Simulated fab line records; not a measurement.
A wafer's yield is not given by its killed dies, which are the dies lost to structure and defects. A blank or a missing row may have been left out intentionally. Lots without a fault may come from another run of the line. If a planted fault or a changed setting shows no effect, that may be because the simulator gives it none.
Split-lot experiment || flow rit_cmos || route with 202 steps; 3 lots, 13 wafers read

## ABOUT THE SPLIT
At RIT_GATE_DEVELOP_15 (develop time 50 s), the setting develop_time_s was moved away from the recipe's 50 s on 4 of the 13 wafers read, by +10.3% to +13.5%. For the rest of the wafers, this setting stayed at what the recipe calls for.

## FROM THE SPLIT TO THE READING: what the file shows between them, 5 steps
- RIT_GATE_HARDBAKE_18: time 60 s
- RIT_GATE_ETCH_19: etches poly-Si in SF6/CHF3/O2, stops on SiO2, time 165 s, target depth 312.5 nm
- RIT_PLDD_IMPLANT_08 (also split here: energy_kev)
- RIT_PLDD_STRIP_09: strips in O2, time 180 s
- RIT_PLDD_TW_MEAS_10

## THE READING
etest.nmos_0p3.r_on_ohm_um (the simulator's own value, which no gauge read), at RIT_M1_PROBE_99. The file gives no usual value for it. Across the 9 wafers here that went through the recipe, the average is 2151 and the standard deviation 73.

{"wafer": "L075.1", "tool, chamber at the split": "litho_track-04, 0", "develop_time_s as run, s": 50, "against the recipe": "recipe", "etest.nmos_0p3.r_on_ohm_um": 2017, "against lot-mates on the recipe": "-"}
{"wafer": "L075.3", "tool, chamber at the split": "litho_track-04, 0", "develop_time_s as run, s": 56.77, "against the recipe": "+13.5%", "etest.nmos_0p3.r_on_ohm_um": 1912, "against lot-mates on the recipe": -140}
{"wafer": "L075.4", "tool, chamber at the split": "litho_track-04, 0", "develop_time_s as run, s": 50, "against the recipe": "recipe", "etest.nmos_0p3.r_on_ohm_um": 2051, "against lot-mates on the recipe": "-"}
{"wafer": "L075.5", "tool, chamber at the split": "litho_track-04, 0", "develop_time_s as run, s": 50, "against the recipe": "recipe", "etest.nmos_0p3.r_on_ohm_um": 2087, "against lot-mates on the recipe": "-"}
{"wafer": "L075.6", "tool, chamber at the split": "litho_track-04, 0", "develop_time_s as run, s": 56.77, "against the recipe": "+13.5%", "etest.nmos_0p3.r_on_ohm_um": 1932, "against lot-mates on the recipe": -120}
{"wafer": "L079.1", "tool, chamber at the split": "litho_track-01, 0", "develop_time_s as run, s": 50, "against the recipe": "recipe", "etest.nmos_0p3.r_on_ohm_um": 2191, "against lot-mates on the recipe": "-"}
{"wafer": "L079.2", "tool, chamber at the split": "litho_track-01, 0", "develop_time_s as run, s": 55.16, "against the recipe": "+10.3%", "etest.nmos_0p3.r_on_ohm_um": 2030, "against lot-mates on the recipe": -158}
{"wafer": "L079.3", "tool, chamber at the split": "litho_track-01, 0", "develop_time_s as run, s": 50, "against the recipe": "recipe", "etest.nmos_0p3.r_on_ohm_um": 2167, "against lot-mates on the recipe": "-"}
{"wafer": "L079.5", "tool, chamber at the split": "litho_track-01, 0", "develop_time_s as run, s": 55.16, "against the recipe": "+10.3%", "etest.nmos_0p3.r_on_ohm_um": 2086, "against lot-mates on the recipe": -102}
{"wafer": "L079.6", "tool, chamber at the split": "litho_track-01, 0", "develop_time_s as run, s": 50, "against the recipe": "recipe", "etest.nmos_0p3.r_on_ohm_um": 2205, "against lot-mates on the recipe": "-"}
{"wafer": "L085.1", "tool, chamber at the split": "litho_track-04, 0", "develop_time_s as run, s": 50, "against the recipe": "recipe", "etest.nmos_0p3.r_on_ohm_um": 2205, "against lot-mates on the recipe": "-"}
{"wafer": "L085.5", "tool, chamber at the split": "litho_track-04, 0", "develop_time_s as run, s": 50, "against the recipe": "recipe", "etest.nmos_0p3.r_on_ohm_um": 2208, "against lot-mates on the recipe": "-"}
{"wafer": "L085.6", "tool, chamber at the split": "litho_track-04, 0", "develop_time_s as run, s": 50, "against the recipe": "recipe", "etest.nmos_0p3.r_on_ohm_um": 2225, "against lot-mates on the recipe": "-"}

THE FIT
A straight line over all 13 wafers: etest.nmos_0p3.r_on_ohm_um changes by -14.2 for each +1% of develop_time_s; r = -0.76; the points scatter about the line by 73.
The same after taking each lot's own level away (the mean of its wafers on the recipe; 13 wafers): -10.6 for each +1%; r = -0.94; scatter 24.
The reading moves by 1.4e+02 for the largest change in develop_time_s, on that fit.
The span of the lots' own levels, 2051.7 to 2212.7, comes to 2.2 times the standard deviation stated above.
So the lot-to-lot level blurs the effect unless lot-mates are compared.
Check: -147 against its lot-mates is what the line predicts for one of the wafers moved furthest among these (+13.5%) when that wafer is left out of the fit. It came out at -140 against them.

## THESE WAFERS: OTHER SPLITS
Before the reading, these wafers also passed through other splits. Each is held against what the fit with the lots' levels taken away leaves over:
{"other split on the same wafers": "RIT_ACTIVE_CVD_03 time_s", "wafers away from the commonest value": 8, "r with etest.nmos_0p3.r_on_ohm_um (lot level and that fit taken away)": "+0.27"}
{"other split on the same wafers": "RIT_ACTIVE_DEVELOP_10 develop_time_s", "wafers away from the commonest value": 2, "r with etest.nmos_0p3.r_on_ohm_um (lot level and that fit taken away)": -0.01}
{"other split on the same wafers": "RIT_ACTIVE_ETCH_13 time_s", "wafers away from the commonest value": 5, "r with etest.nmos_0p3.r_on_ohm_um (lot level and that fit taken away)": -0.16}
{"other split on the same wafers": "RIT_NWELL_COAT_01 spin_rpm", "wafers away from the commonest value": 0, "r with etest.nmos_0p3.r_on_ohm_um (lot level and that fit taken away)": "-"}
{"other split on the same wafers": "RIT_NRETRO_COAT_01 spin_rpm", "wafers away from the commonest value": 3, "r with etest.nmos_0p3.r_on_ohm_um (lot level and that fit taken away)": "+0.24"}
{"other split on the same wafers": "RIT_NRETRO_IMPLANT_08 energy_kev", "wafers away from the commonest value": 5, "r with etest.nmos_0p3.r_on_ohm_um (lot level and that fit taken away)": "+0.07"}
{"other split on the same wafers": "RIT_PRETRO_IMPLANT_08 energy_kev", "wafers away from the commonest value": 3, "r with etest.nmos_0p3.r_on_ohm_um (lot level and that fit taken away)": -0.07}
{"other split on the same wafers": "RIT_GATE_CVD_08 temp_c", "wafers away from the commonest value": 8, "r with etest.nmos_0p3.r_on_ohm_um (lot level and that fit taken away)": "+0.03"}
{"other split on the same wafers": "RIT_PLDD_IMPLANT_08 energy_kev", "wafers away from the commonest value": 3, "r with etest.nmos_0p3.r_on_ohm_um (lot level and that fit taken away)": "+0.40"}

## THE WHOLE CHAIN: every reading that the file lists as answering this split, in the file's order
{"step": "RIT_GATE_ETCH_19", "what it does": "etches poly-Si in SF6/CHF3/O2, stops on SiO2, time 165 s, target depth 312.5 nm", "reading": "GATE.cd_nm (the simulator's own value, which no gauge read)", "change (the file's fit)": "-1.85 nm for each +1% of the setting", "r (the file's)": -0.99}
{"step": "RIT_M1_PROBE_99", "what it does": "", "reading": "etest.pmos_turned.r_on_ohm_um (the simulator's own value, which no gauge read)", "change (the file's fit)": "-39.1 for each +1% of the setting", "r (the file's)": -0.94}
{"step": "RIT_M1_PROBE_99", "what it does": "", "reading": "etest.pmos_0p3.r_on_ohm_um (the simulator's own value, which no gauge read)", "change (the file's fit)": "-40.5 for each +1% of the setting", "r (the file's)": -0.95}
{"step": "RIT_M1_PROBE_99", "what it does": "", "reading": "etest.pmos_0p15.r_on_ohm_um (the simulator's own value, which no gauge read)", "change (the file's fit)": "-40.1 for each +1% of the setting", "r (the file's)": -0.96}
{"step": "RIT_M1_PROBE_99", "what it does": "", "reading": "etest.nmos_0p3.r_on_ohm_um (the simulator's own value, which no gauge read)", "change (the file's fit)": "-10.7 for each +1% of the setting", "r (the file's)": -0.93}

## FILE'S OWN FIT
etest.nmos_0p3.r_on_ohm_um changes by -10.7 for each +1% of develop_time_s, r = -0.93.
